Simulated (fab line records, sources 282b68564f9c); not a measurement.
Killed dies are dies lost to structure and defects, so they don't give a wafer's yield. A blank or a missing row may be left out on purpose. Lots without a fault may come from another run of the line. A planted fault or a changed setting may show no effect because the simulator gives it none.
Chamber matching | flow rit_cmos | RIT_CONTACT_CVD_00 on pecvd-02: 3 sister chambers
The step deposits SiO2 from TEOS, target thk 400 nm, time 61 s. 3 wafers are shown with their chamber, then 7 later ones without.

WAFERS WITH THEIR CHAMBER
wafer  | chamber | heater_power_w (W)
L771.3 | 1       | 431
L774.2 | 2       | 291
L774.3 | 0       | 354

WAFERS WITHOUT THEIR CHAMBER
wafer  | heater_power_w (W)
L774.5 | 451
L780.2 | 274
L780.3 | 397
L780.4 | 270
L783.1 | 411
L783.2 | 300
L783.4 | 317

WHICH CHAMBER EACH WENT THROUGH
wafer  | from the rows above     | in truth
L774.5 | 1                       | 1
L780.2 | 2                       | 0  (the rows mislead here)
L780.3 | can't be placed: 1 or 0 | 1
L780.4 | 2                       | 2
L783.1 | can't be placed: 1 or 0 | 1
L783.2 | 2                       | 2
L783.4 | can't be placed: 2 or 0 | 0
Placed correctly: 3 of 7. Can't be placed from these rows: 3 (the true chamber is among the candidates in 3). Placed wrongly: 1.
How it was worked out, from the rows above alone: a wafer's distance from a chamber is the root of the sum, over the readings, of the square of ((its reading less the chamber's mean) divided by the reading's scatter). The wafer belongs to the nearest chamber; if the next one is less than 2 further off, it can't be placed. A chamber's mean is the mean of its shown wafers. The scatter: with one shown wafer a chamber, the root of the mean of the squares of how far each hidden wafer lies from its nearest shown one.
